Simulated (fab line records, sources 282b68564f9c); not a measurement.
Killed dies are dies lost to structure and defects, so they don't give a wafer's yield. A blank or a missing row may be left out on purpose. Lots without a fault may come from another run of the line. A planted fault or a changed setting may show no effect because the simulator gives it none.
A struck lot beside a sound one | flow rit_cmos | 14 steps out of a route of 202
Sound: wafers L161.2, L161.4, L161.5. Struck: wafers L170.1, L170.4, L170.6. The cause comes at the end.
At each step with rows: each side's tool, then ch and its chambers, then its first start. Under that, the readings that differ: sound wafers | struck wafers | difference of the means | sigmas: that difference in standard deviations of wafers without a fault.
alike: readings whose means differ by less than 2 such deviations, and words and numbers that are the same on both sides. not compared: withheld readings, readings that some wafer has no value for, bounds like >300 that may hide the same value, and numbers for which the record gives no deviation and whose values overlap.
The two part at a step that has a row with sigmas, a row that says differs or no value, or rows on one side only. Numbers that don't overlap but have no deviation are shown without sigmas and don't part them. A reading that every wafer of one side lacks parts them only if that side has two wafers or more.

first, 1 step without rows for these wafers: RIT_GATE_HARDBAKE_18 (time 60 s).
RIT_GATE_ETCH_19: etches poly-Si in SF6/CHF3/O2, stops on SiO2, time 165 s, target depth 312.5 nm.
  sound on rie_si-02 ch 1,2,3, day 2 21:19; struck on rie_si-01 ch 0,1,2, day 4 15:20
  alike: drypump_motor_current_A, oes_product_au, throttle_valve_pct
  not compared: rf_hours_counter_h
RIT_GATE_STRIP_20: strips in O2, time 180 s.
  sound on plasma_asher-04 ch 1, day 2 21:26; struck on plasma_asher-04 ch 1, day 4 15:27
  alike: drypump_motor_current_A
  not compared: rf_hours_counter_h
RIT_GATE_CD_MEAS_90: target cd 150 nm.
  sound on cd_sem-02, day 2 21:37; struck on cd_sem-02, day 4 15:37
  alike: cd_nm
then, 4 steps without rows for these wafers: RIT_REOX_CLEAN_00 (cleans in SC1, time 600 s); RIT_REOX_CLEAN_01 (cleans in dHF, time 30 s); RIT_REOX_CLEAN_02 (cleans in SC2, time 600 s); RIT_REOX_OXIDATION_03 (target thk 25.2 nm, ox time 5580 s).
RIT_REOX_THK_MEAS_04:
  sound on film_metro-01, day 3 01:28; struck on film_metro-03, day 4 18:55
  alike: REOX_OXIDE_THK
then, 3 steps without rows for these wafers: RIT_NLDD_HMDS_00 (prime time 60 s); RIT_NLDD_COAT_01 (resist thk 1000 nm); RIT_NLDD_SOFTBAKE_02 (time 60 s).
RIT_NLDD_EXPOSE_03: exposes mask M7, target cd 40700 nm.
  sound on iline_stepper-01 ch 0, day 3 02:06; struck on iline_stepper-02, day 4 19:26
  no value came back on the struck wafers for exposure_dose_mJ_cm2, focus_offset_nm (nm); on the sound wafers exposure_dose_mJ_cm2 reads 250.06 249.68 250.00
  alike: mask
then, 1 step without rows for these wafers: RIT_NLDD_PEB_04.

WHERE THEY PART
Only at RIT_NLDD_EXPOSE_03, within this record.

WHY: what the simulator had put in
Skipped step whole: iline_stepper-02, from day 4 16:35 on, at RIT_NLDD_EXPOSE_03. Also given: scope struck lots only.
